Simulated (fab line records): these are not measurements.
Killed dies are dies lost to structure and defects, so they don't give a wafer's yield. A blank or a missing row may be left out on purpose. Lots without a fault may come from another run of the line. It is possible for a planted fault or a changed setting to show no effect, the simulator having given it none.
Which tool was responsible? / flow rit-cmos / Sampling: 15 lots, 45 wafers, 4 of 202 route steps

## WHAT THE GAUGES READ, wafer by wafer
RIT_ACTIVE_THK_MEAS_02.
lot=L831; measured=day 1 12:48; on=film-metro-02; ACTIVE_OXIDE_THK (nm)=47.6 47.5 47.1
lot=L832; measured=day 1 17:03; on=film-metro-03; ACTIVE_OXIDE_THK (nm)=46.4 46.6 47.0
lot=L833; measured=day 1 22:03; on=film-metro-04; ACTIVE_OXIDE_THK (nm)=45.6 46.3 46.6
lot=L836; measured=day 2 13:04; on=film-metro-04; ACTIVE_OXIDE_THK (nm)=30.9 29.1 29.5
lot=L837; measured=day 2 18:05; on=film-metro-04; ACTIVE_OXIDE_THK (nm)=29.5 29.5 29.3
lot=L839; measured=day 3 04:36; on=film-metro-04; ACTIVE_OXIDE_THK (nm)=29.9 29.5 29.9
lot=L845; measured=day 4 10:14; on=film-metro-03; ACTIVE_OXIDE_THK (nm)=46.8 46.6 47.0
lot=L846; measured=day 4 15:13; on=film-metro-04; ACTIVE_OXIDE_THK (nm)=48.0 47.8 48.9
lot=L847; measured=day 4 20:03; on=film-metro-04; ACTIVE_OXIDE_THK (nm)=47.1 46.6 47.7
lot=L848; measured=day 5 01:04; on=film-metro-02; ACTIVE_OXIDE_THK (nm)=46.5 47.2 48.1
lot=L850; measured=day 5 11:04; on=film-metro-02; ACTIVE_OXIDE_THK (nm)=48.6 48.8 48.5
lot=L851; measured=day 5 16:04; on=film-metro-03; ACTIVE_OXIDE_THK (nm)=45.5 45.4 45.4
lot=L852; measured=day 5 21:08; on=film-metro-02; ACTIVE_OXIDE_THK (nm)=47.7 46.6 46.6
lot=L853; measured=day 6 02:29; on=film-metro-03; ACTIVE_OXIDE_THK (nm)=48.5 47.8 47.1
lot=L854; measured=day 6 09:11; on=film-metro-03; ACTIVE_OXIDE_THK (nm)=45.7 46.5 46.4

RIT_NWELL_OVL_MEAS_06.
lot=L831; measured=day 1 21:18; on=overlay-01; NWELL_OVL (nm)=-1.6 -2.6 0.4
lot=L832; measured=day 2 02:26; on=overlay-02; NWELL_OVL (nm)=-2.1 0.3 1.0
lot=L833; measured=day 2 08:34; on=overlay-01; NWELL_OVL (nm)=1.7 2.7 2.5
lot=L836; measured=day 2 23:16; on=overlay-01; NWELL_OVL (nm)=-0.7 -0.2 1.0
lot=L837; measured=day 3 03:23; on=overlay-01; NWELL_OVL (nm)=2.1 2.0 2.9
lot=L839; measured=day 3 15:31; on=overlay-02; NWELL_OVL (nm)=0.5 -0.6 -0.7
lot=L845; measured=day 4 19:53; on=overlay-01; NWELL_OVL (nm)=-1.2 0.1 1.4
lot=L846; measured=day 4 23:28; on=overlay-01; NWELL_OVL (nm)=-0.4 0.2 0.6
lot=L847; measured=day 5 06:27; on=overlay-02; NWELL_OVL (nm)=1.7 1.0 0.5
lot=L848; measured=day 5 12:13; on=overlay-01; NWELL_OVL (nm)=-0.4 -0.6 -0.1
lot=L850; measured=day 5 23:49; on=overlay-02; NWELL_OVL (nm)=-0.7 -1.1 -1.4
lot=L851; measured=day 6 01:01; on=overlay-02; NWELL_OVL (nm)=0.0 -0.3 -2.1
lot=L852; measured=day 6 06:10; on=overlay-02; NWELL_OVL (nm)=1.2 -1.0 -0.8
lot=L853; measured=day 6 11:37; on=overlay-02; NWELL_OVL (nm)=-1.0 1.0 -0.9
lot=L854; measured=day 6 18:46; on=overlay-02; NWELL_OVL (nm)=1.9 0.0 1.1

RIT_WELLDRIVE_RS_MEAS_02: measures by four-point-probe.
lot=L831; measured=day 2 04:44; on=film-metro-01; PWELL_RS (ohm/sq)=430.2 430.1 431.8
lot=L832; measured=day 2 09:52; on=film-metro-03; PWELL_RS (ohm/sq)=430.2 430.2 430.3
lot=L833; measured=day 2 17:46; on=film-metro-03; PWELL_RS (ohm/sq)=429.0 429.6 430.7
lot=L836; measured=day 3 06:49; on=film-metro-01; PWELL_RS (ohm/sq)=429.8 428.2 429.6
lot=L837; measured=day 3 10:59; on=film-metro-02; PWELL_RS (ohm/sq)=429.2 429.1 428.8
lot=L839; measured=day 4 01:20; on=film-metro-02; PWELL_RS (ohm/sq)=429.0 428.8 428.7
lot=L845; measured=day 5 03:19; on=film-metro-03; PWELL_RS (ohm/sq)=428.4 428.5 428.7
lot=L846; measured=day 5 08:08; on=film-metro-01; PWELL_RS (ohm/sq)=430.1 429.3 430.2
lot=L847; measured=day 5 14:00; on=film-metro-03; PWELL_RS (ohm/sq)=429.5 428.8 429.2
lot=L848; measured=day 5 19:47; on=film-metro-01; PWELL_RS (ohm/sq)=428.9 429.9 430.1
lot=L850; measured=day 6 07:23; on=film-metro-01; PWELL_RS (ohm/sq)=433.0 432.7 433.2
lot=L851; measured=day 6 08:34; on=film-metro-02; PWELL_RS (ohm/sq)=428.6 428.9 428.9
lot=L852; measured=day 6 13:44; on=film-metro-01; PWELL_RS (ohm/sq)=428.8 429.2 428.2
lot=L853; measured=day 6 19:02; on=film-metro-02; PWELL_RS (ohm/sq)=428.4 429.7 429.5
lot=L854; measured=day 7 03:10; on=film-metro-01; PWELL_RS (ohm/sq)=431.1 430.6 432.1

## WHAT TOOL EACH LOT RAN ON (gives the tool, then ch and the chambers of the sampled wafers, and finally the start)
lot=L831; RIT_ACTIVE_OXIDATION_01=furnace-01 ch 0, day 1 10:52
lot=L832; RIT_ACTIVE_OXIDATION_01=furnace-02 ch 0, day 1 15:07
lot=L833; RIT_ACTIVE_OXIDATION_01=furnace-03 ch 0, day 1 20:07
lot=L836; RIT_ACTIVE_OXIDATION_01=furnace-03 ch 0, day 2 11:08
lot=L837; RIT_ACTIVE_OXIDATION_01=furnace-03 ch 0, day 2 16:07
lot=L839; RIT_ACTIVE_OXIDATION_01=furnace-03 ch 0, day 3 02:40
lot=L845; RIT_ACTIVE_OXIDATION_01=furnace-02 ch 0, day 4 08:18
lot=L846; RIT_ACTIVE_OXIDATION_01=furnace-02 ch 0, day 4 13:17
lot=L847; RIT_ACTIVE_OXIDATION_01=furnace-02 ch 0, day 4 18:07
lot=L848; RIT_ACTIVE_OXIDATION_01=furnace-01 ch 0, day 4 23:07
lot=L850; RIT_ACTIVE_OXIDATION_01=furnace-02 ch 0, day 5 09:07
lot=L851; RIT_ACTIVE_OXIDATION_01=furnace-03 ch 0, day 5 14:07
lot=L852; RIT_ACTIVE_OXIDATION_01=furnace-03 ch 0, day 5 19:11
lot=L853; RIT_ACTIVE_OXIDATION_01=furnace-02 ch 0, day 6 00:33
lot=L854; RIT_ACTIVE_OXIDATION_01=furnace-03 ch 0, day 6 07:15
- RIT_ACTIVE_OXIDATION_01: target thk 46.8 nm, ox time 3360 s.

## AS READ BY THE TOOLS THEMSELVES (means over the sampled wafers that have a number; for cases with no such wafer, the mark the record gives instead)
RIT_ACTIVE_OXIDATION_01.
lot=L831; tool=furnace-01; ox-temp-c (C)=1000.4; ox-temp-c-max=1003.3
lot=L832; tool=furnace-02; ox-temp-c (C)=1000.3; ox-temp-c-max=1006.7
lot=L833; tool=furnace-03; ox-temp-c (C)=999.6; ox-temp-c-max=1008.2
lot=L836; tool=furnace-03; ox-temp-c (C)=999.9; ox-temp-c-max=1008.1
lot=L837; tool=furnace-03; ox-temp-c (C)=1000.6; ox-temp-c-max=1010.2
lot=L839; tool=furnace-03; ox-temp-c (C)=999.5; ox-temp-c-max=1007.4
lot=L845; tool=furnace-02; ox-temp-c (C)=1000.0; ox-temp-c-max=1006.3
lot=L846; tool=furnace-02; ox-temp-c (C)=999.8; ox-temp-c-max=1005.3
lot=L847; tool=furnace-02; ox-temp-c (C)=999.9; ox-temp-c-max=1005.6
lot=L848; tool=furnace-01; ox-temp-c (C)=999.9; ox-temp-c-max=1003.4
lot=L850; tool=furnace-02; ox-temp-c (C)=999.5; ox-temp-c-max=1006.0
lot=L851; tool=furnace-03; ox-temp-c (C)=1000.4; ox-temp-c-max=1010.3
lot=L852; tool=furnace-03; ox-temp-c (C)=1000.0; ox-temp-c-max=1009.5
lot=L853; tool=furnace-02; ox-temp-c (C)=1000.3; ox-temp-c-max=1006.6
lot=L854; tool=furnace-03; ox-temp-c (C)=999.9; ox-temp-c-max=1009.2

## THE ANSWER, worked out from the rows above alone
Rule: usual is defined by the lots themselves. Put in order of their means at a reading, lots are off if they are a third of the lots or fewer, leave a main group of 4 or more, and stand apart from it by a gap of 3 or more times the standard deviation of the main group's means; of several such gaps the widest counts. A main group whose means are all the same, to the digits that the tables above print for the reading, isn't used. A lot without any number at a reading at which 4 lots or more have one is off too. The other lots that the step has rows for count as sound. The gauges are gone through in route order, then the tools' own readings, and for those a lot's mean is taken as printed above. The first step at which some lot is off is used, and at that step the reading that is off furthest; a lot without a number counts as furthest.
Off: at RIT_ACTIVE_THK_MEAS_02 (ACTIVE_OXIDE_THK), L836, L837, L839. Main group: mean 47.1 nm, sd 0.86.
A tool fits if, at a process step before that reading, it ran every lot that is off, and no sound lot after the first of them. Those tools and the gauges at RIT_ACTIVE_THK_MEAS_02 are tried in the same way. No candidate that was tried fits.

## WHAT THE SIMULATOR PUT IN
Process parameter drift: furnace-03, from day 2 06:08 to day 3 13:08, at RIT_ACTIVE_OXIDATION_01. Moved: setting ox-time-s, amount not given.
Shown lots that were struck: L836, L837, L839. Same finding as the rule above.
